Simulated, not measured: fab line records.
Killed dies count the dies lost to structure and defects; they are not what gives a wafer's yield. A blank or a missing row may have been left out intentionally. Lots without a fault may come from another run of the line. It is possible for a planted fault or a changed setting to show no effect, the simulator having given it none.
One fault through the eyes of 2 desks	flow ritCmos	only its own numbers are on each desk; what lay behind them is given at the end

== FOR THE TOOL OWNER'S DESK: furnace-01 ==
The tool's own readings at RIT_GATE_OXIDATION_05 (target thk 3 nm, ox time 270 s): means of the sampled wafers that have a number, for each lot that ran on this tool. If a lot's mean is further than 4 standard deviations from the usual mean, the lot is out of limits and carries the mark OUT (the distance appears in the brackets).
Columns: A = spikeTcCentreC at RIT_GATE_OXIDATION_05, usual 901.0 C; B = spikeTcSourceC at RIT_GATE_OXIDATION_05, usual 925.2 C; C = tubeCenterTempC at RIT_GATE_OXIDATION_05, usual 900 C; D = tube_center_temp_C_max at RIT_GATE_OXIDATION_05, usual 902.3; E = zonePowerCentrePct at RIT_GATE_OXIDATION_05, usual 45 %
lot	first seen here	A	B	C	D	E
L727	day 3 00:13	900.0	924.1	900	902.2	51
L730	day 3 16:44	900.0	924.3	900	902.4	50
L731	day 3 19:31	895.6 (-4.5) OUT	918.3 (-4.6) OUT	895 (-67) OUT	897.4 (-13) OUT	50
L733	day 4 06:52	895.7 (-4.4) OUT	919.2 (-4.0) OUT	895 (-68) OUT	897.4 (-13) OUT	50
L735	day 4 16:04	895.5 (-4.6) OUT	919.2	895 (-67) OUT	897.4 (-13) OUT	51
L747	day 7 04:16	901.3	924.7	900	902.2	51
This desk finds L731, L733, L735 out of limits, L731 being first, at day 3 19:31 (spikeTcCentreC at RIT_GATE_OXIDATION_05). Within limits: L727, L730, L747.

== AT THE METROLOGY DESK ==
What the gauges read for every lot (on any tool): the sampled wafers with a number, averaged. If a lot's mean is further than 4 standard deviations from the usual mean, the lot is out of limits and carries the mark OUT (the distance appears in the brackets).
Columns: A = GATE_OXIDE_THK at RIT_GATE_THK_MEAS_07, usual 3.02 nm
lot	first seen here	A
L726	day 2 23:42	3.10
L727	day 3 02:23	3.02
L728	day 3 09:41	3.04
L730	day 3 18:05	3.02
L731	day 3 21:53	2.80
L732	day 4 05:55	2.98
L733	day 4 08:13	2.80
L734	day 4 15:24	3.10
L735	day 4 17:29	2.87
L739	day 5 13:49	3.11
L741	day 6 00:04	3.16
L742	day 6 07:57	2.95
L743	day 6 10:35	2.96
L746	day 7 03:26	2.98
L747	day 7 06:43	2.87
Result from this desk: across the 15 lots, nothing is out of limits.

== TAKEN TOGETHER ==
At day 3 19:31, on L731, L733, L735, the tool owner's desk was in a position to raise an alarm.
The metrology desk saw nothing out of limits.
The metrology desk has L731, L733, L735 on record, within its limits.
RIT_GATE_OXIDATION_05 was run on furnace-01 by each of the lots named.

== WHAT THE SIMULATOR PUT IN ==
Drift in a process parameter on furnace-01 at RIT_GATE_OXIDATION_05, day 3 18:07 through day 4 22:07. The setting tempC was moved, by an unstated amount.
Shown lots that were struck: L731, L733, L735.
Time in hours from fault onset to the first out-of-limits reading at each desk: the tool owner's desk, 1.
